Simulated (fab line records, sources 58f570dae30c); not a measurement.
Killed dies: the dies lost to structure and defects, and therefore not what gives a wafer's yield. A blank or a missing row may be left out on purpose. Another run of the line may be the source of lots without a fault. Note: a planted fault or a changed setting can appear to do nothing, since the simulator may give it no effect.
A lot that was struck, set against a sound lot -- flow berkeley-cmos170 -- 18 steps out of a route of 331
Sound: these wafers, L292.2, L292.3, L292.5. Wafers struck: L301.1, L301.2, L301.3. The cause is named last.
At each step with rows: each side's tool, then ch and its chambers, then its first start. Under that, the readings that differ: sound wafers -- struck wafers -- difference of the means -- sigmas: that difference in standard deviations of wafers without a fault.
alike: readings with means less than 2 such deviations apart, plus words and numbers identical on both sides. not compared: withheld readings, readings lacking a value on some wafer, bounds such as >300 that could conceal the same value, and numbers that have no deviation in the record and whose values overlap.
The two part at a step that has a row with sigmas, a row that says differs or no value, or rows on one side only. Numbers that don't overlap but have no deviation are shown without sigmas and don't part them. Lack of a reading on every wafer of one side parts them only where that side has two or more wafers.

UCB170_PVT_STRIP_08: strips in O2.
  sound on plasma-asher-02 ch 1, day 7 09:37; struck on plasma-asher-04 ch 0,1, day 9 21:43
  alike: drypump-motor-current-A, oes-product-au, strip-time-to-endpoint-s
  not compared: rf-hours-counter-h
UCB170_PVT_TW_MEAS_09:
  sound: film-metro-03 at day 7 09:43; struck: film-metro-03 at day 9 21:49
  alike: PVT_TW
then, 1 step without rows for these wafers: UCB170_GATE_WET_ETCH_00 (etches SiO2 in dHF, time 200 s).
UCB170_FIELD_THK_MEAS_91:
  sound: film-metro-01 at day 7 09:51; struck: film-metro-01 at day 9 21:56
  alike: FIELD_OXIDE_LEFT_2_THK
then, 1 step without rows for these wafers: UCB170_GATE_OXIDATION_01 (target thk 6.6 nm, ox time 1800 s).
UCB170_GATE_THK_MEAS_02:
  sound: film-metro-03 at day 7 16:05; struck: film-metro-03 at day 10 08:19
  alike: GATE_OXIDE_THK
then, 2 steps without rows for these wafers: UCB170_GATE_ANNEAL_03 (time 1800 s); UCB170_GATE_CVD_04 (deposits poly-Si from SiH4, time 1440 s, target thk 214 nm).
UCB170_GATE_THK_MEAS_05:
  sound: film-metro-02 at day 8 00:14; struck: film-metro-02 at day 10 15:43
  alike: GATE_POLY_THK
then, 3 steps without rows for these wafers: UCB170_GATE_COAT_06; UCB170_GATE_COAT_07 (resist thk 900 nm); UCB170_GATE_SOFTBAKE_08 (time 60 s).
UCB170_GATE_EXPOSE_09: exposes mask POLY, target cd 350 nm.
  sound on krf-scanner-02 ch 0, day 8 01:13; struck on krf-scanner-01 ch 0, day 10 16:37
reading,sound,struck,difference,sigmas
model.GATE.overlay-x-nm (nm),-2.696 -2.696 -2.696,324 324 324,+327,
  alike: mask, exposure-dose-mJ-cm2, reticle-temp-C
then, 2 steps without rows for these wafers: UCB170_GATE_PEB_10; UCB170_GATE_DEVELOP_11 (develop time 45 s).
UCB170_GATE_CD_MEAS_12: target cd 350 nm.
  sound: cd-sem-02 at day 8 01:37; struck: cd-sem-01 at day 10 17:00
  alike: cd-nm
UCB170_GATE_OVL_MEAS_13:
  sound: overlay-01 at day 8 01:43; struck: overlay-02 at day 10 17:19
reading,sound,struck,difference,sigmas
GATE_OVL (nm),-4 5 2,316 320 319,+317,+54
  not compared: hold
UCB170_M3_PROBE_99:
  the record holds rows for the sound wafers here (prober-01, day 9 22:06) but none for the struck ones

== WHERE THEY PART ==
First at UCB170_GATE_OVL_MEAS_13; last, within this record, at UCB170_M3_PROBE_99.

WHY: the cause the simulator had injected
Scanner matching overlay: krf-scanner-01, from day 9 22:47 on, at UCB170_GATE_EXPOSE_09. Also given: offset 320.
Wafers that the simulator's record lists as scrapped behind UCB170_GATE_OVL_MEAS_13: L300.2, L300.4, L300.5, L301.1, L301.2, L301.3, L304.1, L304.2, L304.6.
